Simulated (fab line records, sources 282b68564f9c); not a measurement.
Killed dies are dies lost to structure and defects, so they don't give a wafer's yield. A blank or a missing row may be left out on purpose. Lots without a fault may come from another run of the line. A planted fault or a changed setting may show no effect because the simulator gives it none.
fab line records | flow rit_cmos
record lots=7 wafers=21 last_day=7
route steps=202 shown PLDD@116 SPACER@125 NSD@131
lots that met no fault: from a run of the same line without faults
start_h: hours from the record's first day to the start of the lot's first wafer shown | wait_h: hours since the lot's step before | " the same as in the row above | L1.1+2: a row that stands for several wafers | - no value, or no start given | * or withheld: withheld | < > ~ a bound
route shown NAME@n: a module of which the file shows steps, and the number in the route of the first | usual: mean/standard deviation of fault-free wafers | same: alike in all rows | chamber/n: place in a boat | sites: the reading at each site | _std_site: their standard deviation | _edge_site: outer sites' mean less inner sites' | radius_mm: how far each site lies from the wafer's centre | mask NAME#n: copy n | behind: the tool/chamber that last shaped the wafer | hold: why the lot was held/for how many hours/how that ended | device: the transistor (n, p or np) that didn't switch | end of line: the same wafers' tests at the end of the route | a step without rows: its recipe alone | killed: dies lost to structure and defects at the first sort, not the wafer's yield | map: a wafer's dies, x killed, . not, _ none there
set.NAME: the setting as run; set.NAME@STEP: as run at that earlier step | model.NAME: the simulator's own value behind a step, which no gauge read
lots at some steps of the route; a table a step, a row a wafer
services: from which hour (start_h, from the record's first day; less than 0 if before it) a tool's chamber was out of use, for how many hours, and why
## steps
# step RIT_PLDD_SOFTBAKE_02
# recipe resist=NOVOLAK temp_c=90 time_s=60
# step RIT_PLDD_EXPOSE_03
# recipe mask_id=M8 na=0.57 target_cd_nm=40900 dose_mj=250
# step RIT_PLDD_PEB_04
# recipe resist=NOVOLAK temp_c=withheld time_s=withheld
# step RIT_PLDD_DEVELOP_05
# recipe resist=NOVOLAK develop_time_s=50 dev_temp_c=23
# step RIT_PLDD_OVL_MEAS_06
# usual PLDD_OVL=0.4/1.4
# columns lot.wafer tool chamber start_h wait_h PLDD_OVL[nm]
L759.2 overlay-01 - 65.79 - -1.5
L759.3 " - " " -0.9
L759.6 " - " " 0.0
L763.1 overlay-02 - 86.30 - 1.6
L763.2 " - " " 1.0
L763.5 " - " " 1.3
L765.1 overlay-02 - 97.06 - -0.1
L765.4 " - " " 0.0
L765.5 " - " " -0.5
L766.1 overlay-02 - 99.13 - 1.2
L766.4 " - " " 0.4
L766.6 " - " " -1.1
L768.1 overlay-02 - 110.46 - 1.9
L768.2 " - " " 2.1
L768.3 " - " " 0.8
L770.1 overlay-01 - 121.07 - 0.2
L770.2 " - " " -0.9
L770.6 " - " " -0.5
L776.2 overlay-01 - 149.77 - 0.0
L776.3 " - " " -1.0
L776.5 " - " " -1.7
# step RIT_PLDD_HARDBAKE_07
# recipe resist=NOVOLAK temp_c=140 time_s=60
# step RIT_PLDD_IMPLANT_08
# recipe species=BF2 energy_kev=20 dose_cm2=9e+14 tilt_deg=7
# step RIT_PLDD_STRIP_09
# recipe chemistry=O2 time_s=180 resist=NOVOLAK platen_temp_c=withheld power_w=500 pressure_mtorr=4000 o2_flow_sccm=4000
# usual chamber_pressure_mTorr=4000/3.6 drypump_motor_current_A=5.5/0.42 rf_refl_power_W=5.9/1.1
# same time_s=180
# columns lot.wafer tool chamber start_h wait_h chamber_pressure_mTorr drypump_motor_current_A rf_hours_counter_h rf_refl_power_W
L759.2 plasma_asher-03 0 66.12 0.1 4001 5.1 23 7.6
L759.3 " 1 " " 3998 5.4 - 5.1
L759.6 " 1 " " 4004 5.4 - 5.1
L763.1 plasma_asher-04 1 86.64 0.1 4005 6.0 44 4.1
L763.2 " 0 " " 4000 5.2 44 5.5
L763.5 " 0 " " 4001 5.2 - 5.5
L765.1 plasma_asher-03 0 97.40 0.1 3997 5.1 26 7.6
L765.4 " 1 " " 4003 5.4 - 5.0
L765.5 " 0 " " 4003 5.1 - 7.9
L766.1 plasma_asher-03 1 99.46 0.1 3996 5.4 26 5.0
L766.4 " 0 " " 4001 5.1 - 8.0
L766.6 " 0 " " 3996 5.2 - 7.6
L768.1 plasma_asher-01 0 110.80 0.1 4000 6.1 50 6.2
L768.2 " 1 " " 3997 5.1 50 6.3
L768.3 " 0 " " 4000 6.1 - 6.2
L770.1 plasma_asher-01 1 121.40 0.1 3998 5.1 52 6.3
L770.2 " 0 " " 4003 6.1 52 6.1
L770.6 " 0 " " 3996 6.2 - 6.0
L776.2 plasma_asher-04 1 150.10 0.1 3999 6.0 51 4.0
L776.3 " 0 " " 3999 5.3 - 5.3
L776.5 " 1 " " 4004 6.0 - 4.1
# step RIT_PLDD_TW_MEAS_10
# usual PLDD_TW=2346/12
# columns lot.wafer tool chamber start_h wait_h PLDD_TW
L759.2 film_metro-02 - 66.31 0.1 2341
L759.3 " - " " 2328
L759.6 " - " " 2344
L763.1 film_metro-04 - 86.81 0.1 2339
L763.2 " - " " 2337
L763.5 " - " " 2332
L765.1 film_metro-01 - 97.57 0.1 2360
L765.4 " - " " 2366
L765.5 " - " " 2344
L766.1 film_metro-02 - 99.64 0.1 2361
L766.4 " - " " 2357
L766.6 " - " " 2342
L768.1 film_metro-02 - 110.97 0.1 2348
L768.2 " - " " 2355
L768.3 " - " " 2373
L770.1 film_metro-01 - 121.58 0.1 2346
L770.2 " - " " 2346
L770.6 " - " " 2356
L776.2 film_metro-04 - 150.29 0.1 2329
L776.3 " - " " 2320
L776.5 " - " " 2327
# step RIT_SPACER_CLEAN_00
# recipe chemistry=SC1 mix=3:3:50 time_s=600 temp_c=75
# step RIT_SPACER_CLEAN_01
# recipe chemistry=dHF dilution=50:1 time_s=30
# step RIT_SPACER_CLEAN_02
# recipe chemistry=SC2 mix=3:3:50 time_s=600 temp_c=75 dry=n2_spin
# step RIT_SPACER_CVD_03
# recipe material=Si3N4 target_thk_nm=250 temp_c=810 precursor=SiH2Cl2/NH3 time_s=3300 pressure_mtorr=300 sih2cl2_flow_sccm=60 nh3_flow_sccm=150
# columns lot.wafer tool chamber start_h wait_h model.Si3N4_of_SPACER_CVD_03.thk_nm
L759.2 lpcvd-02 1 66.74 0.0 248.9
L759.3 " 1 " " 247.7
L759.6 " 1 " " 248.8
L763.1 lpcvd-02 1 88.53 0.9 318
L763.2 " 1 " " 317.7
L763.5 " 1 " " 317.8
L765.1 lpcvd-02 0 99.11 1.1 320.6
L765.4 " 0 " " 321.2
L765.5 " 0 " " 317.8
L766.1 lpcvd-02 1 101.02 1.0 320
L766.4 " 1 " " 322.2
L766.6 " 1 " " 321.7
L768.1+2 lpcvd-01 0 111.59 0.0 250.1
L768.3 " 0 " " 250.5
L770.1 lpcvd-01 1 122.01 0.0 247.1
L770.2 " 1 " " 247
L770.6 " 1 " " 246
L776.2 lpcvd-01 1 150.73 0.0 247.7
L776.3 " 1 " " 245.5
L776.5 " 1 " " 245.8
# step RIT_SPACER_THK_MEAS_04
# recipe reads=Si3N4_of_SPACER_CVD_03
# usual SPACER_NITRIDE_THK=249.8/2
# columns lot.wafer tool chamber start_h wait_h SPACER_NITRIDE_THK[nm]
L759.2 film_metro-03 - 68.67 0.0 249.1
L759.3 " - " " 247.7
L759.6 " - " " 248.7
L763.1 film_metro-03 - 90.45 0.0 318.0
L763.2 " - " " 317.7
L763.5 " - " " 317.7
L765.1 film_metro-02 - 101.02 0.0 320.6
L765.4 " - " " 320.9
L765.5 " - " " 317.9
L766.1 film_metro-03 - 102.94 0.0 320.0
L766.4 " - " " 322.0
L766.6 " - " " 321.6
L768.1 film_metro-03 - 114.47 0.0 250.2
L768.2 " - " " 250.1
L768.3 " - " " 250.4
L770.1 film_metro-03 - 123.92 0.0 247.3
L770.2 " - " " 246.9
L770.6 " - " " 246.0
L776.2 film_metro-03 - 152.66 0.0 247.7
L776.3 " - " " 245.5
L776.5 " - " " 245.8
# step RIT_SPACER_ETCHBACK_05
# recipe target_depth_a=2500 SF6_flow_sccm=30 CHF3_flow_sccm=30 target=Si3N4 chemistry=SF6/CHF3 pressure_mtorr=40 rf_w=250 time_s=240 stop_on=SiO2
# usual chamber_pressure_mTorr=40.00/0.04 drypump_motor_current_A=5.8/0.6 oes_product_au=0.850/0.013 throttle_valve_pct=10.24/0.16
# same time_s=240
# columns lot.wafer tool chamber start_h wait_h chamber_pressure_mTorr drypump_motor_current_A oes_product_au rf_hours_counter_h throttle_valve_pct model.etch.depth_nm model.Si3N4_of_SPACER_CVD_03.thk_nm
L759.2 rie_diel-04 2 68.72 0.0 39.98 5.7 0.867 114 10.16 248.9 194.5
L759.3 " 0 " " 40.05 6.0 0.843 1 10.55 247.7 196.1
L759.6 " 2 " " 40.01 5.7 0.866 - 10.15 248.8 193.8
L763.1 rie_diel-03 3 90.51 0.1 39.98 5.8 1.005 119 10.06 318 247.7
L763.2 " 1 " " 40.00 5.0 0.997 135 10.28 310.9 249.4
L763.5 " 1 " " 39.94 5.0 0.997 - 10.30 311.3 249.3
L765.1 rie_diel-03 1 101.08 0.1 40.01 5.0 0.997 135 10.28 310.6 251.7
L765.4 " 2 " " 40.05 5.1 0.965 41 10.21 302.6 254
L765.5 " 3 " " 39.93 5.8 1.002 - 10.05 317.6 248
L766.1 rie_diel-04 0 103.00 0.1 40.06 6.0 0.986 1 10.61 304.7 252.6
L766.4 " 3 " " 40.01 5.1 0.977 - 10.21 308.8 253.4
L766.6 " 0 " " 40.05 6.0 0.986 - 10.58 304.4 254
L768.1 rie_diel-03 3 114.53 0.1 39.99 5.8 0.851 120 10.02 250.1 195
L768.2 " 1 " " 40.00 5.0 0.846 135 10.23 250.1 196.4
L768.3 " 0 " " 39.96 4.8 0.859 13 10.52 250.5 197.6
L770.1 rie_diel-03 0 123.98 0.1 40.01 4.9 0.856 14 10.55 247.1 194.7
L770.2 " 2 " " 39.93 5.1 0.833 42 10.16 247 195.1
L770.6 " 2 " " 40.00 5.1 0.833 - 10.18 246 194.2
L776.2 rie_diel-01 1 152.71 0.0 40.01 6.0 0.853 149 10.38 247.7 193.8
L776.3 " 0 " " 40.03 6.2 0.829 145 10.38 245.5 191.2
L776.5 " 1 " " 39.97 6.0 0.852 - 10.39 245.8 192.5
# step RIT_NSD_HMDS_00
# recipe prime_time_s=60 prime_temp_c=140
## services
# columns tool chamber start_h hours kind
rie_diel-03 - 45.61 2.8 pm
rie_diel-04 3 64.28 8.8 repair
rie_diel-03 0 65.07 4.6 repair
plasma_asher-04 - 66.74 3.4 repair
rie_diel-04 3 74.23 2.4 repair
lpcvd-01 - 80.88 2.1 repair
rie_diel-04 1 101.29 - clean
rie_diel-04 1 101.29 23.8 scheduled_down
rie_diel-04 1 101.29 23.8 vent_cycle
plasma_asher-03 - 107.98 6.8 repair
rie_diel-04 - 111.26 14.6 pm
rie_diel-01 2 117.40 - clean
rie_diel-01 2 117.40 20.2 scheduled_down
rie_diel-01 2 117.40 20.2 vent_cycle
## key
first_sign step=RIT_SPACER_THK_MEAS_04 reading=SPACER_NITRIDE_THK direction=up sigmas=35 usual=249.8 struck=319.6
effect step=RIT_SPACER_ETCHBACK_05 reading=oes_product_au direction=up sigmas=11 usual=0.850 struck=0.990
model_effect step=RIT_SPACER_CVD_03 value=Si3N4_of_SPACER_CVD_03.thk_nm without=249.2 struck=319.7
model_effect step=RIT_SPACER_ETCHBACK_05 value=etch.depth_nm without=249.2 struck=309.9
met_at RIT_SPACER_CVD_03
struck_wafers L763.1,L763.2,L763.5,L765.1,L765.4,L765.5,L766.1,L766.4,L766.6
later_rows_left_out L763.2,L763.5,L765.1,L765.4,L766.1,L766.4,L766.6
sort_left_out L763.1,L763.2,L763.5,L765.1,L765.4,L765.5,L766.1,L766.4,L766.6
tester_left_out L763,L765,L766
onset_between 66.74 88.53
fault kind=process_parameter_drift tool=lpcvd-02 chamber=- onset_h=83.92 steps=RIT_SPACER_CVD_03 channel=target_thk_nm offset=70.492 shape=step end_h=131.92 acts_in=these_recipes_only stated=250
# tester_left_out: of these lots the tester's yield and bins aren't shown, on N5 and GAA mostly nor the transistor test; their killed dies are dies lost to structure and defects alone, not to doping, threshold or leakage, so they don't give the yield
# sort_left_out: the simulated sort isn't trusted on such a fault, so these wafers' sort isn't shown, and their yield isn't known
# later_rows_left_out: the simulator's readings of these wafers behind a module that went badly wrong aren't trusted and aren't shown, but for the sort
